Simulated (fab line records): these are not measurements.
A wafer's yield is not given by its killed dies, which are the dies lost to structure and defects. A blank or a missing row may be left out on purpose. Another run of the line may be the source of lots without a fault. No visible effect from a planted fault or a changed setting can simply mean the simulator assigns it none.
Split-lot study :: flow rit cmos :: 23 wafers read across 5 lots, on a route 202 steps long

## SPLIT DETAILS
At RIT_NRETRO_IMPLANT_08, the setting dose cm2 was moved away from the recipe's 1e+13 on 10 of the 23 wafers read, by -6.7% to +6.0%. The other wafers ran this setting at the recipe's value.

## SPLIT TO READING: what lies between them in the file, 1 step
- RIT_NRETRO_STRIP_09: strips in O2, time 180 s

## THE READING
NRETRO_TW, at RIT_NRETRO_TW_MEAS_10. A value of 1055 with a standard deviation of 12 is what fault-free wafers of this fab line usually give.

wafer: L077.1
tool, chamber at the split: implanter-03, 0
dose cm2 as run: 1.06e+13
against the recipe: +6.0%
NRETRO_TW: 1063
against lot-mates on the recipe: +19

wafer: L077.3
tool, chamber at the split: implanter-03, 0
dose cm2 as run: 1e+13
against the recipe: recipe
NRETRO_TW: 1044
against lot-mates on the recipe: -

wafer: L077.4
tool, chamber at the split: implanter-03, 0
dose cm2 as run: 1.06e+13
against the recipe: +6.0%
NRETRO_TW: 1068
against lot-mates on the recipe: +24

wafer: L077.5
tool, chamber at the split: implanter-03, 0
dose cm2 as run: 1.06e+13
against the recipe: +6.0%
NRETRO_TW: 1063
against lot-mates on the recipe: +19

wafer: L077.6
tool, chamber at the split: implanter-03, 0
dose cm2 as run: 1e+13
against the recipe: recipe
NRETRO_TW: 1044
against lot-mates on the recipe: -

wafer: L080.1
tool, chamber at the split: implanter-01, 0
dose cm2 as run: 1.059e+13
against the recipe: +5.9%
NRETRO_TW: 1060
against lot-mates on the recipe: +21

wafer: L080.2
tool, chamber at the split: implanter-01, 0
dose cm2 as run: 1.059e+13
against the recipe: +5.9%
NRETRO_TW: 1059
against lot-mates on the recipe: +20

wafer: L080.4
tool, chamber at the split: implanter-01, 0
dose cm2 as run: 1e+13
against the recipe: recipe
NRETRO_TW: 1037
against lot-mates on the recipe: -

wafer: L080.5
tool, chamber at the split: implanter-01, 0
dose cm2 as run: 1e+13
against the recipe: recipe
NRETRO_TW: 1042
against lot-mates on the recipe: -

wafer: L080.6
tool, chamber at the split: implanter-01, 0
dose cm2 as run: 1e+13
against the recipe: recipe
NRETRO_TW: 1038
against lot-mates on the recipe: -

wafer: L082.1
tool, chamber at the split: implanter-03, 0
dose cm2 as run: 1e+13
against the recipe: recipe
NRETRO_TW: 1068
against lot-mates on the recipe: -

wafer: L082.3
tool, chamber at the split: implanter-03, 0
dose cm2 as run: 1e+13
against the recipe: recipe
NRETRO_TW: 1060
against lot-mates on the recipe: -

wafer: L082.6
tool, chamber at the split: implanter-03, 0
dose cm2 as run: 1e+13
against the recipe: recipe
NRETRO_TW: 1069
against lot-mates on the recipe: -

wafer: L084.1
tool, chamber at the split: implanter-01, 0
dose cm2 as run: 9.326e+12
against the recipe: -6.7%
NRETRO_TW: 1039
against lot-mates on the recipe: -24

wafer: L084.2
tool, chamber at the split: implanter-01, 0
dose cm2 as run: 1e+13
against the recipe: recipe
NRETRO_TW: 1063
against lot-mates on the recipe: -

wafer: L084.3
tool, chamber at the split: implanter-01, 0
dose cm2 as run: 9.326e+12
against the recipe: -6.7%
NRETRO_TW: 1039
against lot-mates on the recipe: -24

wafer: L084.4
tool, chamber at the split: implanter-01, 0
dose cm2 as run: 1e+13
against the recipe: recipe
NRETRO_TW: 1062
against lot-mates on the recipe: -

wafer: L084.6
tool, chamber at the split: implanter-01, 0
dose cm2 as run: 9.326e+12
against the recipe: -6.7%
NRETRO_TW: 1038
against lot-mates on the recipe: -24

wafer: L085.1
tool, chamber at the split: implanter-01, 0
dose cm2 as run: 9.71e+12
against the recipe: -2.9%
NRETRO_TW: 1053
against lot-mates on the recipe: -6

wafer: L085.3
tool, chamber at the split: implanter-01, 0
dose cm2 as run: 1e+13
against the recipe: recipe
NRETRO_TW: 1058
against lot-mates on the recipe: -

wafer: L085.4
tool, chamber at the split: implanter-01, 0
dose cm2 as run: 1e+13
against the recipe: recipe
NRETRO_TW: 1058
against lot-mates on the recipe: -

wafer: L085.5
tool, chamber at the split: implanter-01, 0
dose cm2 as run: 1e+13
against the recipe: recipe
NRETRO_TW: 1061
against lot-mates on the recipe: -

wafer: L085.6
tool, chamber at the split: implanter-01, 0
dose cm2 as run: 9.71e+12
against the recipe: -2.9%
NRETRO_TW: 1051
against lot-mates on the recipe: -8

THE FIT
A straight line over all 23 wafers: NRETRO_TW changes by +1.76 for each +1% of dose cm2; r = +0.61; the points scatter about the line by 9.
The same after taking each lot's own level away (the mean of its wafers on the recipe; 23 wafers): +3.43 for each +1%; r = +0.99; scatter 2.3.
According to that fit, moving dose cm2 by its largest amount changes the reading by 23.
Measured against the standard deviation above, the lots' own levels, which go from 1039.0 to 1065.7, span 2.2 times it.
So the lot-to-lot level blurs the effect unless lot-mates are compared.
Check: with one of the wafers moved furthest among these (-6.7%) left out of the fit, the line predicts -22.8 for it against its lot-mates. It came out at -23.5 against them.

## OTHER SPLITS ON THESE WAFERS
Before the reading, these wafers also passed through other splits. Each is held against what the fit with the lots' levels taken away leaves over:
other split on the same wafers: RIT_ACTIVE_OXIDATION_01 ox time s
wafers away from the commonest value: 18
r with NRETRO_TW (lot level and that fit taken away): +0.10

other split on the same wafers: RIT_ACTIVE_CVD_03 nh3 flow sccm
wafers away from the commonest value: 15
r with NRETRO_TW (lot level and that fit taken away): -0.19

other split on the same wafers: RIT_FOX1_OXIDATION_00 ox time s
wafers away from the commonest value: 15
r with NRETRO_TW (lot level and that fit taken away): +0.00

other split on the same wafers: RIT_NWELL_COAT_01 spin rpm
wafers away from the commonest value: 4
r with NRETRO_TW (lot level and that fit taken away): +0.20

other split on the same wafers: RIT_NWELL_IMPLANT_08 dose cm2
wafers away from the commonest value: 4
r with NRETRO_TW (lot level and that fit taken away): +0.25

other split on the same wafers: RIT_PWELL_COAT_01 spin rpm
wafers away from the commonest value: 6
r with NRETRO_TW (lot level and that fit taken away): +0.03

other split on the same wafers: RIT_PWELL_IMPLANT_08 dose cm2
wafers away from the commonest value: 7
r with NRETRO_TW (lot level and that fit taken away): +0.03

## FILE'S OWN FIT
NRETRO_TW changes by +3.41 for each +1% of dose cm2, r = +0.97.
